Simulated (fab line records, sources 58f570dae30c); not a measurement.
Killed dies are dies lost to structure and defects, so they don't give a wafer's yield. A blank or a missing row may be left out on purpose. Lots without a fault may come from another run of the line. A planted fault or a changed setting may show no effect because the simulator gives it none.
Which tool did it? | flow berkeley_cmos170 | 14 lots, 42 wafers sampled, at 4 steps of a route of 331

WHAT THE GAUGES READ, wafer by wafer
UCB170_SDANNEAL_RS_MEAS_02: measures by four-point-probe.
lot  | measured     | on            | PSD_RS (ohm/sq)
L382 | day 7 02:27  | film_metro-02 | 75.2 75.2 75.4
L381 | day 7 02:38  | film_metro-03 | 75.9 76.0 76.1
L383 | day 7 03:17  | film_metro-03 | 75.7 75.8 75.5
L386 | day 7 12:49  | film_metro-04 | 75.9 75.8 75.9
L385 | day 7 13:04  | film_metro-02 | 75.5 75.5 75.3
L387 | day 7 13:17  | film_metro-03 | 75.6 75.5 75.5
L388 | day 8 00:46  | film_metro-03 | 75.7 75.7 76.0
L389 | day 8 10:04  | film_metro-03 | 76.3 76.0 76.1
L390 | day 8 11:01  | film_metro-04 | 75.7 75.5 75.3
L395 | day 9 05:45  | film_metro-02 | 75.8 76.0 75.7
L392 | day 9 06:19  | film_metro-04 | 83.4 83.5 83.7
L394 | day 9 06:38  | film_metro-02 | 84.1 84.0 83.9
L403 | day 10 19:32 | film_metro-04 | 75.4 75.2 75.3
L404 | day 10 22:47 | film_metro-03 | 75.4 75.6 75.6

UCB170_SDANNEAL_RS_MEAS_03: measures by four-point-probe.
lot  | measured     | on            | NSD_RS (ohm/sq)
L382 | day 7 02:34  | film_metro-02 | 37.48 37.42 37.39
L381 | day 7 02:45  | film_metro-03 | 37.40 37.35 37.42
L383 | day 7 03:24  | film_metro-03 | 37.38 37.34 37.39
L386 | day 7 12:56  | film_metro-04 | 37.19 37.15 37.15
L385 | day 7 13:11  | film_metro-02 | 37.34 37.32 37.42
L387 | day 7 13:25  | film_metro-03 | 37.41 37.35 37.31
L388 | day 8 00:53  | film_metro-03 | 37.29 37.15 37.24
L389 | day 8 10:11  | film_metro-03 | 37.27 37.29 37.28
L390 | day 8 11:08  | film_metro-04 | 37.13 37.11 37.24
L395 | day 9 05:52  | film_metro-02 | 37.16 37.23 37.14
L392 | day 9 06:26  | film_metro-04 | 38.35 38.44 38.35
L394 | day 9 06:46  | film_metro-02 | 38.55 38.57 38.40
L403 | day 10 19:40 | film_metro-04 | 37.36 37.26 37.30
L404 | day 10 22:55 | film_metro-03 | 37.35 37.38 37.30

UCB170_SDANNEAL_RS_MEAS_04: measures by four-point-probe.
lot  | measured     | on            | PLDD_RS (ohm/sq)
L382 | day 7 02:41  | film_metro-02 | 1036 1034 1033
L381 | day 7 02:52  | film_metro-03 | 1030 1029 1033
L383 | day 7 03:31  | film_metro-03 | 1024 1027 1029
L386 | day 7 13:04  | film_metro-04 | 1030 1030 1031
L385 | day 7 13:18  | film_metro-02 | 1031 1029 1031
L387 | day 7 13:32  | film_metro-03 | 1037 1029 1034
L388 | day 8 01:00  | film_metro-03 | 1031 1038 1033
L389 | day 8 10:18  | film_metro-03 | 1033 1032 1035
L390 | day 8 11:16  | film_metro-04 | 1029 1025 1026
L395 | day 9 05:59  | film_metro-02 | 1031 1034 1032
L392 | day 9 06:34  | film_metro-04 | 1041 1037 1039
L394 | day 9 06:53  | film_metro-02 | 1046 1047 1045
L403 | day 10 19:47 | film_metro-04 | 1032 1033 1035
L404 | day 10 23:02 | film_metro-03 | 1030 1033 1029

WHICH TOOL RAN EACH LOT (tool, then ch and the chambers of the sampled wafers, then the start)
lot  | UCB170_SDANNEAL_RTA_01
L382 | rtp_anneal-01 ch 0, day 7 02:23
L381 | rtp_anneal-02 ch 0, day 7 02:35
L383 | rtp_anneal-02 ch 0, day 7 03:13
L386 | rtp_anneal-02 ch 0, day 7 12:46
L385 | rtp_anneal-01 ch 0, day 7 13:01
L387 | rtp_anneal-02 ch 0, day 7 13:13
L388 | rtp_anneal-02 ch 0, day 8 00:41
L389 | rtp_anneal-01 ch 0, day 8 09:59
L390 | rtp_anneal-02 ch 0, day 8 10:58
L395 | rtp_anneal-02 ch 0, day 9 05:41
L392 | rtp_anneal-02 ch 0, day 9 06:16
L394 | rtp_anneal-02 ch 0, day 9 06:35
L403 | rtp_anneal-01 ch 0, day 10 19:29
L404 | rtp_anneal-01 ch 0, day 10 22:43
- UCB170_SDANNEAL_RTA_01: time 5 s.

WHAT THE TOOLS THEMSELVES READ (means of the sampled wafers that have a number; where no wafer has one, the mark that the record gives instead)
UCB170_SDANNEAL_RTA_01.
lot  | tool          | chamber_o2_ppm | lamp_power_pct (%) | wafer_temp_C_max
L382 | rtp_anneal-01 | 1.991          | 45                 | 1056.1
L381 | rtp_anneal-02 | 2.026          | 34                 | 1059.2
L383 | rtp_anneal-02 | 2.018          | 34                 | 1060.7
L386 | rtp_anneal-02 | 2.001          | 34                 | 1059.5
L385 | rtp_anneal-01 | 1.985          | 45                 | 1055.0
L387 | rtp_anneal-02 | 2.006          | 34                 | 1059.8
L388 | rtp_anneal-02 | 1.992          | 34                 | 1058.8
L389 | rtp_anneal-01 | 2.007          | 45                 | 1055.2
L390 | rtp_anneal-02 | 2.016          | 34                 | 1059.6
L395 | rtp_anneal-02 | 2.000          | 34                 | 1060.0
L392 | rtp_anneal-02 | 1.985          | 34                 | 1060.9
L394 | rtp_anneal-02 | 2.000          | 34                 | 1058.3
L403 | rtp_anneal-01 | 2.028          | 45                 | 1056.4
L404 | rtp_anneal-01 | 2.065          | 45                 | 1057.6

THE ANSWER, worked out from the rows above alone
Rule: what is usual is taken from the lots themselves. Put in order of their means at a reading, lots are off if they are a third of the lots or fewer, leave a main group of 4 or more, and stand apart from it by a gap of 3 or more times the standard deviation of the main group's means; of several such gaps the widest counts. A main group whose means are all the same, to the digits that the tables above print for the reading, isn't used. A lot without any number at a reading at which 4 lots or more have one is off too. The other lots that the step has rows for count as sound. The gauges are gone through in route order, then the tools' own readings, and for those a lot's mean is taken as printed above. The first step at which some lot is off is used, and at that step the reading that is off furthest; a lot without a number counts as furthest.
Off: L392, L394, at UCB170_SDANNEAL_RS_MEAS_02 (PSD_RS). The main group: mean 75.7 ohm/sq, standard deviation 0.26.
A tool fits if, at a process step before that reading, it ran every lot that is off, and no sound lot after the first of them. The gauges at UCB170_SDANNEAL_RS_MEAS_02 are tried like those tools. One fits: rtp_anneal-02 at UCB170_SDANNEAL_RTA_01. Its last sound lot is L395 (day 9 05:41), its first lot that is off L392 (day 9 06:16): a fault that began between those two fits.

WHAT THE SIMULATOR HAD PUT IN
Process parameter drift: rtp_anneal-02, from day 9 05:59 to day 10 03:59, at UCB170_SDANNEAL_RTA_01. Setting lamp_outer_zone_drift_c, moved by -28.
Lots struck among those shown: L392, L394. The rule above found the same.
